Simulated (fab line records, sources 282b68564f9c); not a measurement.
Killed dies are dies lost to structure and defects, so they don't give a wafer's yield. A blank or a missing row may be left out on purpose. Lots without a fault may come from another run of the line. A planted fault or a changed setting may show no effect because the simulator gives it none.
fab line records | flow rit_cmos
record lots=15 wafers=45 last_day=7
route steps=202 shown ACTIVE@13 M1@202
lots that met no fault: from a run of the same line without faults
start_h: hours from the record's first day to the start of the lot's first wafer shown | wait_h: hours since the lot's step before | " the same as in the row above | L1.1+2: a row that stands for several wafers | - no value, or no start given | * or withheld: withheld | < > ~ a bound
route shown NAME@n: a module of which the file shows steps, and the number in the route of the first | usual: mean/standard deviation of fault-free wafers | same: alike in all rows | chamber/n: place in a boat | sites: the reading at each site | _std_site: their standard deviation | _edge_site: outer sites' mean less inner sites' | radius_mm: how far each site lies from the wafer's centre | mask NAME#n: copy n | behind: the tool/chamber that last shaped the wafer | hold: why the lot was held/for how many hours/how that ended | device: the transistor (n, p or np) that didn't switch | end of line: the same wafers' tests at the end of the route | a step without rows: its recipe alone | killed: dies lost to structure and defects at the first sort, not the wafer's yield | map: a wafer's dies, x killed, . not, _ none there
set.NAME: the setting as run; set.NAME@STEP: as run at that earlier step | model.NAME: the simulator's own value behind a step, which no gauge read
steps of the route over a sample of lots; a table a step, a row a wafer
## steps
# step RIT_ACTIVE_HARDBAKE_12
# recipe resist=NOVOLAK temp_c=140 time_s=60
# usual chill_plate_temp_C=23.01/0.11 heater_power_total_W=62.54/0.05 plate_temp_C=140.02/0.15
# same time_s=60
# columns lot.wafer tool chamber start_h wait_h chill_plate_temp_C heater_power_total_W plate_temp_C
L892.1 litho_track-04 0 15.00 0.3 23.11 62.56 139.99
L892.2 " 0 " " 22.90 62.48 140.05
L892.5 " 0 " " 23.08 62.55 140.22
L893.1 litho_track-03 0 19.56 0.1 22.99 62.61 140.04
L893.3 " 0 " " 22.91 62.62 140.11
L893.4 " 0 " " 22.80 62.55 140.15
L894.2 litho_track-04 0 24.71 0.1 22.92 62.54 139.77
L894.3 " 0 " " 23.07 62.43 139.79
L894.5 " 0 " " 23.03 62.43 140.04
L895.4 litho_track-02 0 29.76 0.1 22.90 62.57 140.20
L895.5 " 0 " " 22.99 62.55 140.04
L895.6 " 0 " " 22.97 62.58 139.89
L896.3 litho_track-02 0 34.79 0.1 22.95 62.61 140.30
L896.4 " 0 " " 22.97 62.54 140.13
L896.5 " 0 " " 23.13 62.56 140.38
L897.1 litho_track-03 0 39.56 0.1 23.09 62.56 140.11
L897.3 " 0 " " 23.36 62.49 139.96
L897.5 " 0 " " 23.02 62.49 139.85
L898.2 litho_track-02 0 44.58 0.1 23.20 62.50 139.94
L898.5 " 0 " " 23.01 62.57 139.76
L898.6 " 0 " " 23.01 62.54 139.82
L899.3 litho_track-02 0 49.79 0.1 23.21 62.57 139.83
L899.4 " 0 " " 23.16 62.51 140.07
L899.5 " 0 " " 23.01 62.51 139.77
L900.1 litho_track-03 0 54.68 0.1 22.97 62.59 140.11
L900.2 " 0 " " 22.92 62.52 140.15
L900.5 " 0 " " 22.88 62.59 139.94
L901.3 litho_track-02 0 61.75 0.2 22.99 62.60 140.02
L901.5 " 0 " " 23.02 62.51 140.29
L901.6 " 0 " " 23.17 62.52 140.07
L909.1 litho_track-03 0 99.83 0.2 22.90 61.72 138.29
L909.2 " 0 " " 23.06 61.66 138.29
L909.3 " 0 " " 23.00 61.60 138.50
L910.1 litho_track-03 0 104.68 0.1 23.09 61.59 138.36
L910.5 " 0 " " 23.21 61.60 138.27
L910.6 " 0 " " 23.06 61.68 138.49
L911.1 litho_track-02 0 109.56 0.1 22.83 62.49 140.11
L911.2 " 0 " " 22.91 62.52 140.24
L911.5 " 0 " " 23.04 62.56 140.15
L914.2 litho_track-03 0 124.71 0.1 22.95 61.63 138.45
L914.3 " 0 " " 22.94 61.54 138.46
L914.6 " 0 " " 23.04 61.69 138.36
L915.2 litho_track-02 0 129.63 0.1 22.86 62.51 140.16
L915.3 " 0 " " 23.01 62.58 140.28
L915.4 " 0 " " 23.20 62.54 140.10
# step RIT_M1_PROBE_99
# usual killed_at_M0_to_M3=0.0/0.083 killed_at_contacts=0.0/0.2 killed_at_front_end=7/3.1 killed_dies=7/3.1 killed_open=3.5/1.9 killed_short=3.6/2.1
# same gross_dies=264 killed_at_M4_up=0 killed_at_back_side=0 killed_at_other=0
# columns lot.wafer tool chamber start_h wait_h killed_at_M0_to_M3 killed_at_contacts killed_at_front_end killed_dies killed_open killed_short
L914.2 prober-02 - 173.07 0.1 0 0 5 5 2 3
L914.3 prober-02 - 173.12 0.2 0 0 6 6 4 2
L914.6 prober-02 - 173.27 0.2 0 0 4 4 0 4
# killed by level:class
L914.2 SPACER:geometric_particle:short=2 FOX1:geometric_particle:open=1 GATE:geometric_particle:short=1 SPACER:geometric_particle:open=1
L914.3 GATE:geometric_particle:open=2 SPACER:geometric_particle:open=2 FOX2:geometric_particle:short=1 SPACER:geometric_particle:short=1
L914.6 GATE:geometric_particle:short=2 FOX2:geometric_particle:short=1 REOX:geometric_particle:short=1
## key
first_sign step=RIT_ACTIVE_HARDBAKE_12 reading=heater_power_total_W direction=down sigmas=18 usual=62.54 struck=61.63
effect step=RIT_ACTIVE_HARDBAKE_12 reading=plate_temp_C direction=down sigmas=11 usual=* struck=*
met_at RIT_ACTIVE_HARDBAKE_12
struck_lots L909,L910,L914
tester_left_out L909,L910,L914
onset_between 54.68 99.83
fault kind=process_parameter_drift tool=litho_track-03 chamber=- onset_h=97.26 steps=RIT_ACTIVE_HARDBAKE_12 channel=temp_c offset=* shape=step end_h=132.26 acts_in=* stated=*
# tester_left_out: of these lots the tester's yield and bins aren't shown, on N5 and GAA mostly nor the transistor test; their killed dies are dies lost to structure and defects alone, not to doping, threshold or leakage, so they don't give the yield
